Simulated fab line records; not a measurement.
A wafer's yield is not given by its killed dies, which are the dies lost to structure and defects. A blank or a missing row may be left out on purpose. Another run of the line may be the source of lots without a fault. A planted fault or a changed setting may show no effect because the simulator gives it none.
Which tool is to blame? | flow rit-cmos | 15 lots with 45 wafers sampled at 3 steps, on a route of 202 steps

## WHAT THE GAUGES SHOWED, per wafer
RIT_M1_RS_MEAS_01: a four-point-probe measurement. Usual: for M1_AL_RS the level is 0.0736 ohm/sq and the standard deviation is 0.00056.
lot  | measured    | on            | M1_AL_RS (ohm/sq)    | flag
L972 | day 3 09:52 | film-metro-03 | 0.0736 0.0737 0.0742 |
L973 | day 3 20:29 | film-metro-01 | 0.0736 0.0737 0.0735 |
L974 | day 4 00:31 | film-metro-03 | 0.0366 0.0365 0.0364 | OFF
L975 | day 4 02:59 | film-metro-02 | 0.0734 0.0733 0.0733 |
L979 | day 5 01:25 | film-metro-02 | 0.0365 0.0363 0.0365 | OFF
L985 | day 6 03:43 | film-metro-01 | 0.0357 0.0361 0.0359 | OFF
L986 | day 6 09:37 | film-metro-01 | 0.0749 0.0746 0.0748 |
L988 | day 6 15:06 | film-metro-03 | 0.0735 0.0738 0.0735 |
L989 | day 7 00:13 | film-metro-02 | 0.0727 0.0729 0.0734 |
L990 | day 7 06:22 | film-metro-01 | 0.0741 0.0733 0.0738 |
L991 | day 7 09:44 | film-metro-02 | 0.0736 0.0739 0.0742 |
L992 | day 7 16:35 | film-metro-02 | 0.0734 0.0723 0.0727 |
L993 | day 7 20:41 | film-metro-02 | 0.0735 0.0737 0.0735 |
L994 | day 8 01:01 | film-metro-03 | 0.0729 0.0737 0.0726 |
L995 | day 8 01:58 | film-metro-03 | 0.0741 0.0737 0.0741 |

RIT_M1_THK_MEAS_02: measures by xrf. Usual: for M1_AL_THK the level is 409 nm and the standard deviation is 4.1.
lot  | measured    | on            | M1_AL_THK (nm) | flag
L972 | day 3 09:59 | film-metro-03 | 407 407 405    |
L973 | day 3 20:36 | film-metro-01 | 409 406 411    |
L974 | day 4 00:37 | film-metro-03 | 806 810 819    | OFF
L975 | day 4 03:05 | film-metro-02 | 414 415 415    |
L979 | day 5 01:32 | film-metro-02 | 822 829 826    | OFF
L985 | day 6 03:49 | film-metro-01 | 834 829 833    | OFF
L986 | day 6 09:44 | film-metro-01 | 402 406 402    |
L988 | day 6 15:13 | film-metro-03 | 411 405 409    |
L989 | day 7 00:19 | film-metro-02 | 411 411 410    |
L990 | day 7 06:29 | film-metro-01 | 412 414 411    |
L991 | day 7 09:51 | film-metro-02 | 408 404 405    |
L992 | day 7 16:42 | film-metro-02 | 410 413 412    |
L993 | day 7 20:49 | film-metro-02 | 408 408 409    |
L994 | day 8 01:07 | film-metro-03 | 409 406 412    |
L995 | day 8 02:05 | film-metro-03 | 400 406 402    |

## WHICH TOOL RAN EACH LOT (tool, then ch and the chambers of the sampled wafers, then the start)
lot  | RIT_M1_SPUTTER_00
L972 | pvd-sputter-01, day 3 09:34
L973 | pvd-sputter-02, day 3 20:11
L974 | pvd-sputter-01, day 3 23:44
L975 | pvd-sputter-02, day 4 02:40
L979 | pvd-sputter-02, day 5 00:34
L985 | pvd-sputter-02, day 6 02:56
L986 | pvd-sputter-01, day 6 09:19
L988 | pvd-sputter-04, day 6 14:47
L989 | pvd-sputter-01, day 6 23:53
L990 | pvd-sputter-02, day 7 06:04
L991 | pvd-sputter-01, day 7 09:26
L992 | pvd-sputter-02, day 7 16:16
L993 | pvd-sputter-01, day 7 20:24
L994 | pvd-sputter-01, day 8 00:41
L995 | pvd-sputter-04, day 8 01:40
- RIT_M1_SPUTTER_00: material Al, target thk 400 nm, time 500 s.

## WHAT THE TOOLS THEMSELVES READ (means of the sampled wafers that have a number; where no wafer has one, the mark that the record gives instead)
RIT_M1_SPUTTER_00. Usual: throttle-valve-pct at 29.4 %, with a standard deviation of 0.87.
lot  | tool           | throttle-valve-pct (%) | flag
L972 | pvd-sputter-01 | 29.6                   |
L973 | pvd-sputter-02 | 28.9                   |
L974 | pvd-sputter-01 | 29.4                   |
L975 | pvd-sputter-02 | 29.4                   |
L979 | pvd-sputter-02 | 28.7                   |
L985 | pvd-sputter-02 | 28.8                   |
L986 | pvd-sputter-01 | 29.5                   |
L988 | pvd-sputter-04 | 30.5                   |
L989 | pvd-sputter-01 | 29.5                   |
L990 | pvd-sputter-02 | 29.5                   |
L991 | pvd-sputter-01 | 29.5                   |
L992 | pvd-sputter-02 | 28.8                   |
L993 | pvd-sputter-01 | 29.4                   |
L994 | pvd-sputter-01 | 30.1                   |
L995 | pvd-sputter-04 | 30.1                   |

## THE ANSWER, worked out from the rows above alone
Rule: a lot counts as off when the mean over its wafers that have a number is more than 3 standard deviations away from the usual mean. Also off: a lot with no number at a reading for which 4 or more lots have one. Where the step has rows for the other lots, those lots are counted as sound. First the gauges in route order, then the tools' own readings, where a lot's mean is used as printed above. At the first step where some lot is off, the reading lying furthest off is the one used; lots without a number count as furthest.
Off: at RIT_M1_RS_MEAS_01 (M1_AL_RS), L974, L979, L985.
If a tool, at a process step before that reading, ran all the lots that are off and no sound lot after the first of them, it fits. The gauges at RIT_M1_RS_MEAS_01 are tried like those tools. Of those tried, none fits.

## WHAT HAD BEEN PUT IN BY THE SIMULATOR
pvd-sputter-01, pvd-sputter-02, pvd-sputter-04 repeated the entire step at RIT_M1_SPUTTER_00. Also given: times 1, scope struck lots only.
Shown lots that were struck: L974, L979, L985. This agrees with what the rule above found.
